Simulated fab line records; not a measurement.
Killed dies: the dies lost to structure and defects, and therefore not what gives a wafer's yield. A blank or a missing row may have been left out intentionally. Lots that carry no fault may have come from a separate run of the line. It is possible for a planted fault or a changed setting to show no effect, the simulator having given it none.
Split-lot study / flow berkeleyCmos170 / 23 wafers read across 5 lots, on a route 331 steps long

== ABOUT THE SPLIT ==
At UCB170_V1_CMP_02 (polishes SiO2), the setting leaveAboveRefNm was moved away from the recipe's 1000 nm on 10 of the 23 wafers read, by -5.9% to +4.7%. For the rest of the wafers, this setting stayed at what the recipe calls for.

No step appears in the file between the split and the reading.

== THE READING ==
V1_POLISHED_THK at UCB170_V1_THK_MEAS_04, in nm. A value of 1000.5 nm with a standard deviation of 0.86 nm is what fault-free wafers of this fab line usually give.

wafer=L074.1; tool, chamber at the split=cmp-01, 2,3; leaveAboveRefNm as run, nm=1000; against the recipe=recipe; V1_POLISHED_THK, nm=999.3; against lot-mates on the recipe=-
wafer=L074.2; tool, chamber at the split=cmp-01, 0; leaveAboveRefNm as run, nm=1000; against the recipe=recipe; V1_POLISHED_THK, nm=999.1; against lot-mates on the recipe=-
wafer=L074.3; tool, chamber at the split=cmp-01, 2,3; leaveAboveRefNm as run, nm=1000; against the recipe=recipe; V1_POLISHED_THK, nm=999.3; against lot-mates on the recipe=-
wafer=L076.1; tool, chamber at the split=cmp-01, 3; leaveAboveRefNm as run, nm=940.6; against the recipe=-5.9%; V1_POLISHED_THK, nm=941.0; against lot-mates on the recipe=-59.0
wafer=L076.2; tool, chamber at the split=cmp-01, 1; leaveAboveRefNm as run, nm=940.6; against the recipe=-5.9%; V1_POLISHED_THK, nm=941.0; against lot-mates on the recipe=-59.0
wafer=L076.3; tool, chamber at the split=cmp-01, 0; leaveAboveRefNm as run, nm=1000; against the recipe=recipe; V1_POLISHED_THK, nm=1000.5; against lot-mates on the recipe=-
wafer=L076.4; tool, chamber at the split=cmp-01, 2; leaveAboveRefNm as run, nm=940.6; against the recipe=-5.9%; V1_POLISHED_THK, nm=941.5; against lot-mates on the recipe=-58.5
wafer=L076.6; tool, chamber at the split=cmp-01, 1; leaveAboveRefNm as run, nm=1000; against the recipe=recipe; V1_POLISHED_THK, nm=999.6; against lot-mates on the recipe=-
wafer=L077.1; tool, chamber at the split=cmp-02, 1; leaveAboveRefNm as run, nm=1000; against the recipe=recipe; V1_POLISHED_THK, nm=1000.6; against lot-mates on the recipe=-
wafer=L077.3; tool, chamber at the split=cmp-02, 3; leaveAboveRefNm as run, nm=1035; against the recipe=+3.5%; V1_POLISHED_THK, nm=1037.0; against lot-mates on the recipe=+35.9
wafer=L077.4; tool, chamber at the split=cmp-02, 0; leaveAboveRefNm as run, nm=1000; against the recipe=recipe; V1_POLISHED_THK, nm=1001.7; against lot-mates on the recipe=-
wafer=L077.5; tool, chamber at the split=cmp-02, 0; leaveAboveRefNm as run, nm=1035; against the recipe=+3.5%; V1_POLISHED_THK, nm=1035.0; against lot-mates on the recipe=+33.9
wafer=L077.6; tool, chamber at the split=cmp-02, 1; leaveAboveRefNm as run, nm=1000; against the recipe=recipe; V1_POLISHED_THK, nm=1000.9; against lot-mates on the recipe=-
wafer=L081.2; tool, chamber at the split=cmp-02, 1; leaveAboveRefNm as run, nm=1000; against the recipe=recipe; V1_POLISHED_THK, nm=1001.2; against lot-mates on the recipe=-
wafer=L081.3; tool, chamber at the split=cmp-02, 2,3; leaveAboveRefNm as run, nm=1047; against the recipe=+4.7%; V1_POLISHED_THK, nm=1047.2; against lot-mates on the recipe=+46.6
wafer=L081.4; tool, chamber at the split=cmp-02, 3; leaveAboveRefNm as run, nm=1000; against the recipe=recipe; V1_POLISHED_THK, nm=1000.2; against lot-mates on the recipe=-
wafer=L081.5; tool, chamber at the split=cmp-02, 2,3; leaveAboveRefNm as run, nm=1047; against the recipe=+4.7%; V1_POLISHED_THK, nm=1046.4; against lot-mates on the recipe=+45.8
wafer=L081.6; tool, chamber at the split=cmp-02, 2; leaveAboveRefNm as run, nm=1000; against the recipe=recipe; V1_POLISHED_THK, nm=1000.5; against lot-mates on the recipe=-
wafer=L082.2; tool, chamber at the split=cmp-02, 1,3; leaveAboveRefNm as run, nm=1000; against the recipe=recipe; V1_POLISHED_THK, nm=999.5; against lot-mates on the recipe=-
wafer=L082.3; tool, chamber at the split=cmp-02, 0; leaveAboveRefNm as run, nm=1039; against the recipe=+3.9%; V1_POLISHED_THK, nm=1040.1; against lot-mates on the recipe=+40.3
wafer=L082.4; tool, chamber at the split=cmp-02, 2; leaveAboveRefNm as run, nm=1039; against the recipe=+3.9%; V1_POLISHED_THK, nm=1038.8; against lot-mates on the recipe=+39.0
wafer=L082.5; tool, chamber at the split=cmp-02, 0; leaveAboveRefNm as run, nm=1039; against the recipe=+3.9%; V1_POLISHED_THK, nm=1039.4; against lot-mates on the recipe=+39.6
wafer=L082.6; tool, chamber at the split=cmp-02, 1,3; leaveAboveRefNm as run, nm=1000; against the recipe=recipe; V1_POLISHED_THK, nm=1000.1; against lot-mates on the recipe=-
The file does not say which wafer passed through which chamber wherever a row lists several chambers: such a row stands for several wafers.

THE FIT
A straight line over all 23 wafers: V1_POLISHED_THK changes by +9.99 nm for each +1% of leaveAboveRefNm; r = +1.00; the points scatter about the line by 0.79 nm.
The same after taking each lot's own level away (the mean of its wafers on the recipe; 23 wafers): +9.95 nm for each +1%; r = +1.00; scatter 0.61 nm.
That fit puts the effect of the largest move of leaveAboveRefNm on the reading at 59 nm.
The lots' own levels span 999.23 to 1001.07 nm, that is 2.1 times the standard deviation above.
Hence the lot-to-lot level has little effect on the slope; both slopes agree.
Check: -59 nm against its lot-mates is what the line predicts for one of the wafers moved furthest among these (-5.9%) when that wafer is left out of the fit. It came out at -59 nm against them.

== FURTHER SPLITS ON THESE WAFERS ==
These wafers also went through other splits before the reading. Each is held against what the fit with the lots' levels taken away leaves over:
other split on the same wafers=UCB170_PLDD_EXPOSE_03 doseMj; wafers away from the commonest value=4; r with V1_POLISHED_THK (lot level and that fit taken away)=+0.27
other split on the same wafers=UCB170_PSD_IMPLANT_08 doseCm2; wafers away from the commonest value=9; r with V1_POLISHED_THK (lot level and that fit taken away)=-0.13
other split on the same wafers=UCB170_NSD_IMPLANT_08 doseCm2; wafers away from the commonest value=5; r with V1_POLISHED_THK (lot level and that fit taken away)=+0.37
other split on the same wafers=UCB170_BACKSIDE_SOFTBAKE_02 timeS; wafers away from the commonest value=8; r with V1_POLISHED_THK (lot level and that fit taken away)=-0.19
other split on the same wafers=UCB170_CONTACT_CVD_01 tempC; wafers away from the commonest value=10; r with V1_POLISHED_THK (lot level and that fit taken away)=+0.05

== THE WHOLE CHAIN: every reading that the file lists as answering this split, in the file's order ==
step=UCB170_V1_CMP_02; what it does=polishes SiO2; reading=SiO2_of_V1_CVD_00.thkNm (the simulator's own value, which no gauge read); change (the file's fit)=+10 nm for each +1% of the setting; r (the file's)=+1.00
step=UCB170_V1_THK_MEAS_04; what it does=; reading=V1_POLISHED_THK; change (the file's fit)=+9.95 for each +1% of the setting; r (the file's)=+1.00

== THE FILE'S OWN FIT ==
V1_POLISHED_THK changes by +9.95 nm for each +1% of leaveAboveRefNm, r = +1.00.
